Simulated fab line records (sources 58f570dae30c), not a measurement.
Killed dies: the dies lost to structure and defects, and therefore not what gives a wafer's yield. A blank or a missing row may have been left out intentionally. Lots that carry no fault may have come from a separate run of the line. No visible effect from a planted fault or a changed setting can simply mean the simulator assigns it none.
fab line records	flow berkeleyCmos170
[record] lots = 15	wafers = 45	lastDay = 12
route steps=331 shown ACTIVE@63 SCREENOX@102 GATE@137
lots untouched by any fault: they come from a run of this same line in which no faults occurred
startH: hours from the record's opening day to when the first of the lot's shown wafers began	waitH: time in hours since the lot's previous step	" identical to the entry in the row above	L1.1+2: a row that stands for several wafers	- value missing, or start not given	* or withheld: withheld	< > ~ a bound
route shown NAME@n: a module of which the file shows steps, and the number in the route of the first	usual: the fault-free wafers' mean and standard deviation	same: alike in all rows	chamber/n: place in a boat	sites: each site's reading	_std_site: standard deviation of those values	_edge_site: outer sites' mean less inner sites'	radiusMm: how far each site lies from the wafer's centre	mask NAME#n: copy n	behind: tool/chamber where the wafer was last shaped	hold: cause of the lot's hold/its duration in hours/its outcome	device: transistor that didn't switch, given as n, p or np	end of line: the route-end tests of the same wafers	where a step has no rows: the recipe by itself	killed: the dies lost at the first sort to structure and to defects; this is not the yield of the wafer	map: shows each die of a wafer: x if killed, . if not, _ if none is there
set.NAME: the run value of the setting; set.NAME@STEP: its run value at that earlier step	model.NAME: the simulator's own value behind a step, which no gauge read
one table for each step of the route and one row for each wafer, over a sample of lots
services: the hour from which a tool's chamber was out of use, counted from the record's first day as startH (under 0 if before that day), plus the number of hours and why
[[steps]]
[step UCB170_ACTIVE_THK_MEAS_03]
[recipe] reads = SiO2_of_ACTIVE_OXIDATION_02
[usual] ACTIVE_OXIDE_THK = 26.3/0.46
lot.wafer	tool	chamber	startH	waitH	ACTIVE_OXIDE_THK[nm]
L949.2	filmMetro-02	-	58.00	0.0	25.9
L949.3	"	-	"	"	25.9
L949.6	"	-	"	"	26.0
L950.1	filmMetro-04	-	68.09	0.0	25.9
L950.2	"	-	"	"	25.8
L950.4	"	-	"	"	25.2
L951.1	filmMetro-01	-	77.06	0.0	25.8
L951.5	"	-	"	"	25.8
L951.6	"	-	"	"	26.2
L954.1	filmMetro-02	-	88.38	0.0	26.3
L954.2	"	-	"	"	26.4
L954.5	"	-	"	"	26.5
L953.3	filmMetro-02	-	96.27	0.0	26.9
L953.4	"	-	"	"	26.9
L953.5	"	-	"	"	27.3
L956.1	filmMetro-02	-	107.60	0.0	26.7
L956.2	"	-	"	"	26.6
L956.6	"	-	"	"	26.4
L957.1	filmMetro-01	-	107.60	0.0	26.3
L957.5	"	-	"	"	26.0
L957.6	"	-	"	"	25.9
L958.1	filmMetro-04	-	115.57	0.0	25.5
L958.2	"	-	"	"	25.6
L958.6	"	-	"	"	25.3
L963.2	filmMetro-02	-	133.13	0.0	27.1
L963.3	"	-	"	"	26.6
L963.6	"	-	"	"	26.5
L962.3	filmMetro-04	-	133.14	0.0	26.4
L962.5	"	-	"	"	26.6
L962.6	"	-	"	"	26.7
L965.3	filmMetro-01	-	149.38	0.0	26.1
L965.4	"	-	"	"	26.6
L965.6	"	-	"	"	26.3
L968.1	filmMetro-04	-	166.67	0.0	26.5
L968.2	"	-	"	"	26.6
L968.5	"	-	"	"	26.5
L969.4	filmMetro-04	-	173.39	0.0	26.6
L969.5	"	-	"	"	26.5
L969.6	"	-	"	"	26.7
L970.1	filmMetro-04	-	182.44	0.0	26.6
L970.3	"	-	"	"	26.6
L970.5	"	-	"	"	26.7
L972.2	filmMetro-02	-	182.45	0.0	26.9
L972.5	"	-	"	"	26.7
L972.6	"	-	"	"	26.9
[step UCB170_ACTIVE_CD_MEAS_13]
[recipe] targetCdNm = 1200
[usual] cdNm = 1200.0/1.3
lot.wafer	tool	chamber	startH	waitH	cdNm
L949.2	cdSem-02	-	65.34	-	1199.8
L949.3	"	-	"	"	1201.4
L949.6	"	-	"	"	1199.3
L950.1	cdSem-02	-	82.36	-	1200.0
L950.2	"	-	"	"	1199.6
L950.4	"	-	"	"	1201.2
L951.1	cdSem-01	-	88.55	-	1202.0
L951.5	"	-	"	"	1201.7
L951.6	"	-	"	"	1200.9
L954.1	cdSem-02	-	95.29	-	1197.5
L954.2	"	-	"	"	1198.9
L954.5	"	-	"	"	1199.7
L953.3	cdSem-02	-	103.92	-	1200.1
L953.4	"	-	"	"	1201.0
L953.5	"	-	"	"	1201.3
L957.1	cdSem-02	-	114.86	-	1199.7
L957.5	"	-	"	"	1198.1
L957.6	"	-	"	"	1198.6
L956.1	cdSem-01	-	115.10	-	1200.1
L956.2	"	-	"	"	1200.1
L956.6	"	-	"	"	1200.9
L958.1	cdSem-02	-	125.48	-	1198.0
L958.2	"	-	"	"	1200.9
L958.6	"	-	"	"	1199.9
L962.3	cdSem-01	-	139.96	-	1201.9
L962.5	"	-	"	"	1202.3
L962.6	"	-	"	"	1201.7
L963.2	cdSem-02	-	140.21	-	1198.7
L963.3	"	-	"	"	1199.2
L963.6	"	-	"	"	1200.2
L965.3	cdSem-01	-	157.81	-	1200.0
L965.4	"	-	"	"	1198.7
L965.6	"	-	"	"	1198.8
L968.1	cdSem-01	-	175.04	-	1200.6
L968.2	"	-	"	"	1198.5
L968.5	"	-	"	"	1198.2
L969.4	cdSem-01	-	180.87	-	1200.5
L969.5	"	-	"	"	1200.7
L969.6	"	-	"	"	1200.7
L970.1	cdSem-01	-	189.79	-	1199.1
L970.3	"	-	"	"	1199.6
L970.5	"	-	"	"	1198.9
L972.2	cdSem-01	-	190.22	-	1200.2
L972.5	"	-	"	"	1199.6
L972.6	"	-	"	"	1199.6
[step UCB170_SCREENOX_THK_MEAS_02]
[recipe] reads = SiO2_of_SCREENOX_OXIDATION_01
[usual] SCREENOX_OXIDE_THK = 14.5/0.34
lot.wafer	tool	chamber	startH	waitH	SCREENOX_OXIDE_THK[nm]
L949.2	filmMetro-04	-	88.97	0.0	14.5
L949.3	"	-	"	"	14.4
L949.6	"	-	"	"	14.4
L950.1	filmMetro-04	-	106.72	0.0	14.7
L950.2	"	-	"	"	14.8
L950.4	"	-	"	"	14.5
L951.1	filmMetro-04	-	111.87	0.0	14.8
L951.5	"	-	"	"	14.8
L951.6	"	-	"	"	14.6
L954.1	filmMetro-02	-	119.87	0.0	13.9
L954.2	"	-	"	"	13.9
L954.5	"	-	"	"	13.8
L953.3	filmMetro-04	-	130.90	0.0	14.9
L953.4	"	-	"	"	14.6
L953.5	"	-	"	"	14.6
L956.1	filmMetro-04	-	142.88	0.0	14.6
L956.2	"	-	"	"	14.5
L956.6	"	-	"	"	14.4
L957.1	filmMetro-02	-	142.88	0.0	14.3
L957.5	"	-	"	"	14.0
L957.6	"	-	"	"	14.3
L958.1	filmMetro-02	-	152.66	0.0	14.3
L958.2	"	-	"	"	14.4
L958.6	"	-	"	"	14.5
L963.2	filmMetro-02	-	168.25	0.0	14.2
L963.3	"	-	"	"	14.0
L963.6	"	-	"	"	14.0
L962.3	filmMetro-04	-	168.26	0.0	14.1
L962.5	"	-	"	"	14.2
L962.6	"	-	"	"	14.1
L965.3	filmMetro-04	-	185.49	0.0	13.8
L965.4	"	-	"	"	14.2
L965.6	"	-	"	"	14.0
L968.1	filmMetro-02	-	201.18	0.0	14.3
L968.2	"	-	"	"	14.1
L968.5	"	-	"	"	14.1
L969.4	filmMetro-01	-	208.12	0.0	15.4
L969.5	"	-	"	"	15.4
L969.6	"	-	"	"	14.9
L970.1	filmMetro-01	-	213.68	0.0	14.3
L970.3	"	-	"	"	14.3
L970.5	"	-	"	"	14.4
L972.2	filmMetro-04	-	213.69	0.0	14.4
L972.5	"	-	"	"	14.7
L972.6	"	-	"	"	14.5
[step UCB170_GATE_DEVELOP_11]
[recipe] developer = TMAH	developTimeS = 45	resist = KrF	devTempC = 21
[usual] chillPlateTempC = 22.98/0.098	developTimeS = 45/0	developerTempC = 20.99/0.11	resistLineTempC = 22.99/0.099
lot.wafer	tool	chamber	startH	waitH	chillPlateTempC	developTimeS	developerTempC	resistLineTempC
L949.2	lithoTrack-02	0	106	-	22.91	45	21.07	22.80
L949.3	"	0	"	"	23.04	45	20.86	23.00
L949.6	"	0	"	"	22.95	45	21.03	22.93
L950.1	lithoTrack-02	0	127	-	22.97	45	20.92	23.17
L950.2	"	0	"	"	23.01	45	21.03	23.07
L950.4	"	0	"	"	23.08	45	21.02	23.14
L951.1	lithoTrack-01	0	136	-	22.98	45	21.01	22.86
L951.5	"	0	"	"	23.05	45	21.09	22.91
L951.6	"	0	"	"	23.00	45	20.98	22.90
L954.1	lithoTrack-01	0	139	-	23.28	45	21.14	22.92
L954.2	"	0	"	"	23.12	45	21.02	22.96
L954.5	"	0	"	"	23.04	45	20.92	22.98
L953.3	lithoTrack-03	0	153	-	22.91	45	20.93	23.02
L953.4	"	0	"	"	22.95	45	20.83	22.88
L953.5	"	0	"	"	22.93	45	21.03	22.92
L956.1	lithoTrack-02	0	163	-	23.14	45	20.93	23.13
L956.2	"	0	"	"	23.02	45	20.84	22.97
L956.6	"	0	"	"	23.10	45	20.86	23.29
L957.1	lithoTrack-02	0	163	-	22.99	45	21.00	22.98
L957.5	"	0	"	"	23.03	45	20.82	23.00
L957.6	"	0	"	"	22.89	45	20.81	23.09
L958.1	lithoTrack-02	0	170	-	23.00	45	20.80	22.93
L958.2	"	0	"	"	22.98	45	20.93	23.11
L958.6	"	0	171	-	22.95	45	20.85	23.05
L963.2	lithoTrack-02	0	187	-	22.96	45	21.06	23.06
L963.3	"	0	"	"	22.85	45	20.97	22.92
L963.6	"	0	"	"	22.99	45	21.09	23.07
L962.3	lithoTrack-01	0	188	-	23.06	45	21.18	23.05
L962.5	"	0	"	"	23.13	45	21.05	23.09
L962.6	"	0	"	"	23.11	45	21.05	23.03
L965.3	lithoTrack-03	0	208	-	23.07	45	21.16	22.86
L965.4	"	0	"	"	23.01	45	21.10	22.98
L965.6	"	0	"	"	22.93	45	20.89	22.82
L968.1	lithoTrack-01	-	223	-	-	-	-	-
L968.2	"	-	"	"	-	-	-	-
L968.5	"	-	"	"	-	-	-	-
L969.4	lithoTrack-01	-	228	-	-	-	-	-
L969.5	"	-	"	"	-	-	-	-
L969.6	"	-	"	"	-	-	-	-
L970.1	lithoTrack-03	-	235	-	-	-	-	-
L970.3	"	-	"	"	-	-	-	-
L970.5	"	-	"	"	-	-	-	-
L972.2	lithoTrack-02	0	236	-	23.03	45	20.92	22.95
L972.5	"	0	"	"	23.08	45	20.84	23.19
L972.6	"	0	"	"	22.77	45	20.89	22.94
[[services]]
tool	chamber	startH	hours	kind
lithoTrack-02	-	122.38	-	consumableReplace:filter
[[key]]
[firstSign] step = UCB170_GATE_DEVELOP_11	reading = toolRecord	direction = missing
effect none on later readings
metAt UCB170_GATE_DEVELOP_11
struckLots L968,L969,L970
laterRowsLeftOut L968.1,L968.2,L968.5,L969.4,L969.5,L969.6,L970.1,L970.3,L970.5
sortLeftOut L968.1,L968.2,L968.5,L969.4,L969.5,L969.6,L970.1,L970.3,L970.5
testerLeftOut L968,L969,L970
notActingAt UCB170_ACTIVE_THK_MEAS_03,UCB170_ACTIVE_CD_MEAS_13,UCB170_SCREENOX_THK_MEAS_02
[fault] kind = skippedStepWhole	tool = lithoTrack-01,lithoTrack-03	chamber = -	onsetH = 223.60	steps = UCB170_GATE_DEVELOP_11	scope = struckLotsOnly
// testerLeftOut: of these lots the tester's yield and bins aren't shown, on N5 and GAA mostly nor the transistor test; their killed dies are dies lost to structure and defects alone, not to doping, threshold or leakage, so they don't give the yield
// sortLeftOut: the simulated sort isn't trusted on such a fault, so these wafers' sort isn't shown, and their yield isn't known
// laterRowsLeftOut: the simulator's readings of these wafers behind a module that went badly wrong aren't trusted and aren't shown, but for the sort
